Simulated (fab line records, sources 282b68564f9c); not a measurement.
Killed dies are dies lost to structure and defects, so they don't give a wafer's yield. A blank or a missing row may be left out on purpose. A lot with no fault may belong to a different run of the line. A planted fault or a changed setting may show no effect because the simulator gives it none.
Comparing a struck lot with a sound one	flow rit_cmos	44 out of 202 route steps
Sound: these wafers, L403.1, L403.4, L403.5. The struck wafers were L408.2, L408.5, L408.6. Last of all comes the cause.
For every step that has rows: the tool of each side, followed by ch and its chambers, followed by its first start. Under that, the readings that differ: sound wafers	struck wafers	difference of the means	sigmas: that difference in standard deviations of wafers without a fault.
alike: words and numbers the same on both sides, and readings whose means are apart by under 2 such deviations; not compared: readings that were withheld, readings missing a value for some wafer, numbers with overlapping values and no deviation given by the record, and bounds like >300 which may hide the same value.
A row with sigmas, a row that says differs or no value, or rows on one side alone: a step with any of these is where the two part. Numbers that don't overlap but have no deviation are shown without sigmas and don't part them. Lack of a reading on every wafer of one side parts them only where that side has two or more wafers.

first, 2 steps without rows for these wafers: RIT_NLDD_HARDBAKE_07 (time 60 s); RIT_NLDD_IMPLANT_08.
RIT_NLDD_STRIP_09: strips in O2, time 180 s.
  sound on plasma_asher-02 ch 1, day 3 02:46; struck on plasma_asher-04 ch 0,1, day 4 05:22
  alike: drypump_motor_current_A
  not compared: rf_hours_counter_h
RIT_NLDD_TW_MEAS_10:
  sound on film_metro-01 at day 3 02:56; struck on film_metro-03 at day 4 05:34
  alike: NLDD_TW
then, 6 steps without rows for these wafers: RIT_PLDD_HMDS_00 (prime time 60 s); RIT_PLDD_COAT_01 (resist thk 1000 nm); RIT_PLDD_SOFTBAKE_02 (time 60 s); RIT_PLDD_EXPOSE_03 (exposes mask M8, target cd 40900 nm); RIT_PLDD_PEB_04; RIT_PLDD_DEVELOP_05 (develop time 50 s).
RIT_PLDD_OVL_MEAS_06:
  sound on overlay-01 at day 3 03:59; struck on overlay-01 at day 4 06:35
  alike: PLDD_OVL
then, 1 step without rows for these wafers: RIT_PLDD_HARDBAKE_07 (time 60 s).
RIT_PLDD_IMPLANT_08:
  sound on implanter-03 ch 0, day 3 04:10; struck on implanter-03 ch 0, day 4 06:47
reading	sound	struck	difference	sigmas
tilt_deg (degrees)	6.982 6.965 6.971	7.584 7.592 7.593	+0.617	+26
RIT_PLDD_STRIP_09: strips in O2, time 180 s.
  sound on plasma_asher-03 ch 0,1, day 3 04:19; struck on plasma_asher-02 ch 0,1, day 4 06:55
  alike: drypump_motor_current_A
  not compared: rf_hours_counter_h
RIT_PLDD_TW_MEAS_10:
  sound on film_metro-03 at day 3 04:29; struck on film_metro-01 at day 4 07:06
  alike: PLDD_TW
then, 4 steps without rows for these wafers: RIT_SPACER_CLEAN_00 (cleans in SC1, time 600 s); RIT_SPACER_CLEAN_01 (cleans in dHF, time 30 s); RIT_SPACER_CLEAN_02 (cleans in SC2, time 600 s); RIT_SPACER_CVD_03 (deposits Si3N4 from SiH2Cl2/NH3, target thk 250 nm, time 3300 s).
RIT_SPACER_THK_MEAS_04:
  sound on film_metro-01 at day 3 06:51; struck on film_metro-03 at day 4 09:28
  alike: SPACER_NITRIDE_THK
RIT_SPACER_ETCHBACK_05: etches Si3N4 in SF6/CHF3, stops on SiO2, target depth 250 nm, time 240 s.
  sound on rie_diel-03 ch 0,2,3, day 3 06:55; struck on rie_diel-03 ch 0,1,2, day 4 09:31
  alike: drypump_motor_current_A, oes_product_au, throttle_valve_pct
  not compared: rf_hours_counter_h
then, 6 steps without rows for these wafers: RIT_NSD_HMDS_00 (prime time 60 s); RIT_NSD_COAT_01 (resist thk 1000 nm); RIT_NSD_SOFTBAKE_02 (time 60 s); RIT_NSD_EXPOSE_03 (exposes mask M9, target cd 40700 nm); RIT_NSD_PEB_04; RIT_NSD_DEVELOP_05 (develop time 50 s).
RIT_NSD_OVL_MEAS_06:
  sound on overlay-01 at day 3 08:02; struck on overlay-01 at day 4 10:31
  alike: NSD_OVL
then, 2 steps without rows for these wafers: RIT_NSD_HARDBAKE_07 (time 60 s); RIT_NSD_IMPLANT_08.
RIT_NSD_STRIP_09: strips in O2, time 180 s.
  sound on plasma_asher-01 ch 0,1, day 3 08:22; struck on plasma_asher-03 ch 0,1, day 4 10:51
  alike: drypump_motor_current_A
  not compared: rf_hours_counter_h
RIT_NSD_TW_MEAS_10:
  sound on film_metro-04 at day 3 08:32; struck on film_metro-01 at day 4 11:02
reading	sound	struck	difference	sigmas
NSD_TW	3110 3109 3110	3195 3213 3195	+91	+3
then, 6 steps without rows for these wafers: RIT_PSD_HMDS_00 (prime time 60 s); RIT_PSD_COAT_01 (resist thk 1000 nm); RIT_PSD_SOFTBAKE_02 (time 60 s); RIT_PSD_EXPOSE_03 (exposes mask M10, target cd 40900 nm); RIT_PSD_PEB_04; RIT_PSD_DEVELOP_05 (develop time 50 s).
RIT_PSD_OVL_MEAS_06:
  sound on overlay-02 at day 3 09:35; struck on overlay-01 at day 4 12:04
  alike: PSD_OVL
then, 2 steps without rows for these wafers: RIT_PSD_HARDBAKE_07 (time 60 s); RIT_PSD_IMPLANT_08.
RIT_PSD_STRIP_09: strips in O2, time 180 s.
  sound on plasma_asher-03 ch 0,1, day 3 09:55; struck on plasma_asher-01 ch 0,1, day 4 12:23
  alike: drypump_motor_current_A
  not compared: rf_hours_counter_h
RIT_SDANNEAL_RS_MEAS_06: uses a four-point probe to measure.
  sound on film_metro-03 at day 3 10:49; struck on film_metro-01 at day 4 13:21
reading	sound	struck	difference	sigmas
PLDD_RS (ohm/sq)	178.2 178.5 178.3	- - -	no value on the struck wafers	
RIT_M1_PROBE_99:
  sound on prober-01 at day 3 17:52; struck on prober-02 at day 4 20:34
reading	sound	struck	difference	sigmas
model.etest.pmos_turned.r_on_ohm_um	3371 3538 3459	3706 3680 3760	+259	
model.etest.pmos_turned.drive_ua_um	195.8 184.9 191.4	166.7 169.3 164.4	-23.9	
  alike: killed_at_M0_to_M3, killed_at_front_end, killed_dies, killed_open, killed_short

## WHERE THEY PART
Earliest at RIT_PLDD_IMPLANT_08; latest, in this record, at RIT_SDANNEAL_RS_MEAS_06. Later steps at which nothing parts them and some readings are alike: RIT_M1_PROBE_99.

WHY: what the simulator had put in
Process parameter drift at RIT_PLDD_IMPLANT_08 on implanter-03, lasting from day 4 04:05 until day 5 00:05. The setting tilt_deg was moved by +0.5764, starting from 7. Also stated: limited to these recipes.
